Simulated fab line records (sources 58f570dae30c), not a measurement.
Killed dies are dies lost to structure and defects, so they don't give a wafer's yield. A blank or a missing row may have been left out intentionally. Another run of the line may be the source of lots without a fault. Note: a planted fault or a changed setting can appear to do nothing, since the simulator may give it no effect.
Chamber matching    flow berkeley-cmos170    3 sister chambers for UCB170_SPACER_CVD_00 on pecvd-04
The step deposits SiO2 from TEOS/O2, target thk 376 nm, time 47 s. 3 wafers are shown with their chamber, then 7 later ones without.

WAFERS PAIRED WITH THEIR CHAMBERS
wafer   chamber  heater-power-w (W)
L285.2  1        307
L284.1  2        289
L284.3  0        196

WAFERS WITH NO CHAMBER GIVEN
wafer   heater-power-w (W)
L284.4  251
L290.1  273
L290.3  295
L290.5  208
L291.1  189
L291.3  299
L291.4  301

WHICH CHAMBER EACH ONE RAN IN
wafer    from the rows above            in truth
L284.4   can't be placed: 2 or 0 or 1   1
L290.1   can't be placed: 2 or 1        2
L290.3   can't be placed: 2 or 1        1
L290.5   0                              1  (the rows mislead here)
L291.1   0                              0
L291.3   can't be placed: 1 or 2        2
L291.4   can't be placed: 1 or 2        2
1 of 7 placed correctly. Unplaceable from these rows: 5, with the true chamber sitting among the candidates in 5. 1 placed wrongly.
How it was worked out, from the rows above alone: a wafer's distance from a chamber is the root of the sum, over the readings, of the square of ((its reading less the chamber's mean) divided by the reading's scatter). The wafer belongs to the nearest chamber; if the next one is less than 2 further off, it can't be placed. For every chamber, the mean is computed from those of its wafers that are shown. The scatter: with one shown wafer a chamber, the root of the mean of the squares of how far each hidden wafer lies from its nearest shown one.
